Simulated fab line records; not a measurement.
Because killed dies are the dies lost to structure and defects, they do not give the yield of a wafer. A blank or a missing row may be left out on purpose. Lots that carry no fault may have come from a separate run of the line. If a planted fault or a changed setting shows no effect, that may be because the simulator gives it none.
A lot that was struck, set against a sound lot -- flow rit cmos -- 15 steps out of a route of 202
Sound: the wafers L546.2, L546.5, L546.6. Struck: wafers L553.2, L553.5, L553.6. The cause is given at the end.
Per side, at each step with rows, come the tool, then ch with its chambers, and then its first start. Under that, the readings that differ: sound wafers -- struck wafers -- difference of the means -- sigmas: that difference in standard deviations of wafers without a fault.
alike: readings with means less than 2 such deviations apart, plus words and numbers identical on both sides. not compared: withheld readings, readings lacking a value on some wafer, bounds such as >300 that could conceal the same value, and numbers that have no deviation in the record and whose values overlap.
A row with sigmas, a row that says differs or no value, or rows on one side alone: a step with any of these is where the two part. Numbers that don't overlap but have no deviation are shown without sigmas and don't part them. A reading that every wafer of one side lacks parts them only if that side has two wafers or more.

first, 3 steps without rows for these wafers: RIT_REOX_CLEAN_01 (cleans in dHF, time 30 s); RIT_REOX_CLEAN_02 (cleans in SC2, time 600 s); RIT_REOX_OXIDATION_03 (target thk 25.2 nm, ox time 5580 s).
RIT_REOX_THK_MEAS_04:
  sound on film metro-04 at day 3 11:46; struck on film metro-03 at day 4 17:37
reading,sound,struck,difference,sigmas
REOX_OXIDE_THK (nm),24.7 25.0 24.6,25.9 25.5 26.0,+1.0,+3
then, 6 steps without rows for these wafers: RIT_NLDD_HMDS_00 (prime time 60 s); RIT_NLDD_COAT_01 (resist thk 1000 nm); RIT_NLDD_SOFTBAKE_02 (time 60 s); RIT_NLDD_EXPOSE_03 (exposes mask M7, target cd 40700 nm); RIT_NLDD_PEB_04; RIT_NLDD_DEVELOP_05 (develop time 50 s).
RIT_NLDD_OVL_MEAS_06:
  sound on overlay-02 at day 3 12:46; struck on overlay-01 at day 4 18:41
  alike: NLDD_OVL
then, 1 step without rows for these wafers: RIT_NLDD_HARDBAKE_07 (time 60 s).
RIT_NLDD_IMPLANT_08:
  sound on implanter-02 ch 0, day 3 12:59; struck on implanter-02 ch 0, day 4 18:53
reading,sound,struck,difference,sigmas
beam energy keV,19.995 19.999 20.004,21.061 21.055 21.056,+1.058,+99 or more
model.implant.rp nm (nm),28.63 28.63 28.63,29.18 29.18 29.18,+0.55,
model.implant.drp nm (nm),12.97 12.97 12.97,13.37 13.37 13.37,+0.40,
RIT_NLDD_STRIP_09: strips in O2, time 180 s.
  sound on plasma asher-02 ch 0,1, day 3 13:06; struck on plasma asher-04 ch 0,1, day 4 19:01
  alike: chamber pressure mTorr, drypump motor current A
  not compared: rf hours counter h
RIT_M1_PROBE_99:
  rows exist in the record for the sound wafers here (prober-01, day 4 05:08), none for the struck ones

== WHERE THEY PART ==
Last at RIT_M1_PROBE_99 as far as this record goes, first at RIT_REOX_THK_MEAS_04.

WHY: what the simulator had put in
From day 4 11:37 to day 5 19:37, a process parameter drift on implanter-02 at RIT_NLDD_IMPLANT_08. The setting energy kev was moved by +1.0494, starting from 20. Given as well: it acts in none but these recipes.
